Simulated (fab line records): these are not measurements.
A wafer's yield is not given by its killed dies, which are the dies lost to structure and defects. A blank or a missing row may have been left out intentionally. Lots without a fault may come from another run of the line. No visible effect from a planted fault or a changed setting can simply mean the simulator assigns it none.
One fault seen from 2 desks :: flow ritCmos :: each desk holds nothing but its own numbers, with what lay behind them at the end

THE TOOL OWNER'S DESK: plasmaAsher-03
The tool's own readings at RIT_M1_STRIP_14 (strips in O2, time 180 s): means of the sampled wafers that have a number, for each lot that ran on this tool. Any lot whose mean is over 4 standard deviations away from the usual mean is out of limits and marked OUT; that distance is given in the brackets.
Columns: A = drypumpMotorCurrentA at RIT_M1_STRIP_14, usual 5.6 A; B = runLengthS at RIT_M1_STRIP_14, usual 208.3 s
lot: L192
first seen here: day 4 04:38
A: 5.6
B: 208.0

lot: L193
first seen here: day 4 12:16
A: 5.6
B: 208.0

lot: L195
first seen here: day 4 18:32
A: 5.8
B: 208.1

lot: L196
first seen here: day 5 02:22
A: 5.8
B: 207.7

lot: L197
first seen here: day 5 05:25
A: 5.9
B: 208.0

lot: L203
first seen here: day 6 09:08
A: 5.6
B: 201.3 (-17) OUT

lot: L206
first seen here: day 7 02:07
A: 5.9
B: 194.9 (-33) OUT
Finding of this desk: L203, L206 out of limits; the first was L203 at day 6 09:08, on runLengthS at RIT_M1_STRIP_14. L192, L193, L195, L196, L197: within limits.

FROM THE METROLOGY DESK
What the gauges read, lot by lot, whatever tool the lot ran on: means of the sampled wafers that have a number. Any lot whose mean is over 4 standard deviations away from the usual mean is out of limits and marked OUT; that distance is given in the brackets.
Columns: A = PSD_TW at RIT_PSD_TW_MEAS_10, usual 3441
lot: L188
first seen here: day 3 02:22
A: 3470

lot: L189
first seen here: day 3 05:55
A: 3459

lot: L191
first seen here: day 3 16:35
A: 3473

lot: L192
first seen here: day 3 22:35
A: 3463

lot: L193
first seen here: day 4 05:54
A: 3397

lot: L195
first seen here: day 4 12:44
A: 3391

lot: L196
first seen here: day 4 20:25
A: 3399

lot: L197
first seen here: day 4 23:16
A: 3471

lot: L199
first seen here: day 5 09:15
A: 3456

lot: L203
first seen here: day 6 03:11
A: 3518

lot: L206
first seen here: day 6 20:07
A: 3445

lot: L208
first seen here: day 7 05:49
A: 3436

lot: L209
first seen here: day 7 09:22
A: 3424

lot: L211
first seen here: day 7 21:03
A: 3372
Result from this desk: across the 14 lots, nothing is out of limits.

ALL TOGETHER
On L203, L206, at day 6 09:08, an alarm was possible from the tool owner's desk.
Nothing out of limits was seen by the metrology desk.
The metrology desk holds a record of L203, L206, inside its limits.
RIT_M1_STRIP_14 was run on plasmaAsher-03 by each of the lots named.

WHAT HAD BEEN PUT IN BY THE SIMULATOR
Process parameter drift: plasmaAsher-03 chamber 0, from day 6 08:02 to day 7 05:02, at RIT_M1_STRIP_14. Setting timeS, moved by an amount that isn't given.
Lots struck among those shown: L203, L206.
Each desk's first reading out of limits, in hours after the fault started: the tool owner's desk, 1.
